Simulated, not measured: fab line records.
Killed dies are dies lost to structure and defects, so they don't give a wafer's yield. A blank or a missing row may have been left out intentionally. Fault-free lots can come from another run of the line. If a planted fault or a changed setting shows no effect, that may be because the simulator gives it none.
Check of tool commonality + flow berkeleyCmos170 + Sampled: 14 lots, 42 wafers

## WHY THIS WAS OPENED
2 of 14 lots carry a flag on the reading PLDD_TW at UCB170_PLDD_TW_MEAS_11. Fault-free wafers read 1012, with a standard deviation of 4.1.
Rule: flag the lot when none of its wafers has a number, or when each of its wafers that has one lies beyond 4 standard deviations from that mean. All remaining lots are regarded as sound.

| lot  | measured     | on           | PLDD_TW, wafer by wafer | flag    |
|------|--------------|--------------|-------------------------|---------|
| L345 | day 7 19:01  | filmMetro-02 | 1013 1013 1007          |         |
| L350 | day 8 04:22  | filmMetro-03 | 1017 1018 1016          |         |
| L347 | day 8 04:40  | filmMetro-04 | 1015 1014 1012          |         |
| L346 | day 8 05:07  | filmMetro-03 | 1016 1019 1018          |         |
| L349 | day 8 05:36  | filmMetro-03 | 1013 1014 1013          |         |
| L353 | day 8 15:49  | filmMetro-04 | 1011 1010 1018          |         |
| L351 | day 8 17:07  | filmMetro-03 | 1015 1019 1012          |         |
| L355 | day 9 12:16  | filmMetro-04 | 1002 1008 1008          |         |
| L359 | day 10 02:16 | filmMetro-03 | 1016 1017 1012          |         |
| L358 | day 10 02:58 | filmMetro-04 | 1006 1009 1008          |         |
| L362 | day 11 05:25 | filmMetro-04 | 1036 1035 1033          | FLAGGED |
| L364 | day 11 09:07 | filmMetro-04 | 1040 1036 1043          | FLAGGED |
| L367 | day 12 01:40 | filmMetro-02 | 1011 1005 1005          |         |
| L368 | day 12 04:55 | filmMetro-03 | 1023 1017 1012          |         |
On average the flagged lots' numbers are 1037, which is +25 against the usual, or +6 standard deviations.

## LOT BY LOT: THE TOOL USED
The record holds 1 process step before the reading, out of a route of 331 steps. Each cell gives the tool, then ch followed by the chambers the sampled wafers passed through, then the start.
| lot  | flag    | UCB170_PLDD_IMPLANT_08          |
|------|---------|---------------------------------|
| L345 |         | implanter-04 ch 0, day 7 18:37  |
| L350 |         | implanter-02 ch 0, day 8 03:58  |
| L347 |         | implanter-04 ch 0, day 8 04:16  |
| L346 |         | implanter-03 ch 0, day 8 04:43  |
| L349 |         | implanter-04 ch 0, day 8 05:13  |
| L353 |         | implanter-03 ch 0, day 8 15:25  |
| L351 |         | implanter-02 ch 0, day 8 16:44  |
| L355 |         | implanter-02 ch 0, day 9 11:52  |
| L359 |         | implanter-02 ch 0, day 10 01:52 |
| L358 |         | implanter-04 ch 0, day 10 02:34 |
| L362 | FLAGGED | implanter-02 ch 0, day 11 05:01 |
| L364 | FLAGGED | implanter-02 ch 0, day 11 08:44 |
| L367 |         | implanter-03 ch 0, day 12 01:13 |
| L368 |         | implanter-03 ch 0, day 12 04:32 |
What the steps here do:
- UCB170_PLDD_IMPLANT_08
- UCB170_PLDD_TW_MEAS_11

## FLAGGED OVER TOTAL, TOOL BY TOOL (the gauges that took the reading come last)
| step                   | tool         | lots run | flagged | share of the flagged lots | sound lots run after its first flagged lot |
|------------------------|--------------|----------|---------|---------------------------|--------------------------------------------|
| UCB170_PLDD_IMPLANT_08 | implanter-02 | 6        | 2       | all                       | 0                                          |
| UCB170_PLDD_IMPLANT_08 | implanter-03 | 4        | 0       | none                      | -                                          |
| UCB170_PLDD_IMPLANT_08 | implanter-04 | 4        | 0       | none                      | -                                          |
| UCB170_PLDD_TW_MEAS_11 | filmMetro-02 | 2        | 0       | none                      | -                                          |
| UCB170_PLDD_TW_MEAS_11 | filmMetro-03 | 6        | 0       | none                      | -                                          |
| UCB170_PLDD_TW_MEAS_11 | filmMetro-04 | 6        | 2       | all                       | 0                                          |

## THE TABLE: WHAT IT ALLOWS
Table rows that saw every flagged lot: 2, namely implanter-02 at UCB170_PLDD_IMPLANT_08 and filmMetro-04 at UCB170_PLDD_TW_MEAS_11.
- implanter-02 at UCB170_PLDD_IMPLANT_08: 2 of its 6 lots flagged. Its last sound lot is L359 (day 10 01:52), its first flagged lot L362 (day 11 05:01): a fault that began between those two fits. Its own readings (doseIonsCm2, faradayCurrentUA) fall more than 4 standard deviations out on all wafers of the flagged lots.
- filmMetro-04 at UCB170_PLDD_TW_MEAS_11: 2 of its 6 lots flagged. Its last sound lot is L358 (day 10 02:58), its first flagged lot L362 (day 11 05:25): a fault that began between those two fits.
These 2 tools cannot be told apart by counting lots, since each of them fits a fault that started at some hour. More lots, or a look at what each step does to the wafer, might.

## WHAT THE SIMULATOR HAD PUT IN
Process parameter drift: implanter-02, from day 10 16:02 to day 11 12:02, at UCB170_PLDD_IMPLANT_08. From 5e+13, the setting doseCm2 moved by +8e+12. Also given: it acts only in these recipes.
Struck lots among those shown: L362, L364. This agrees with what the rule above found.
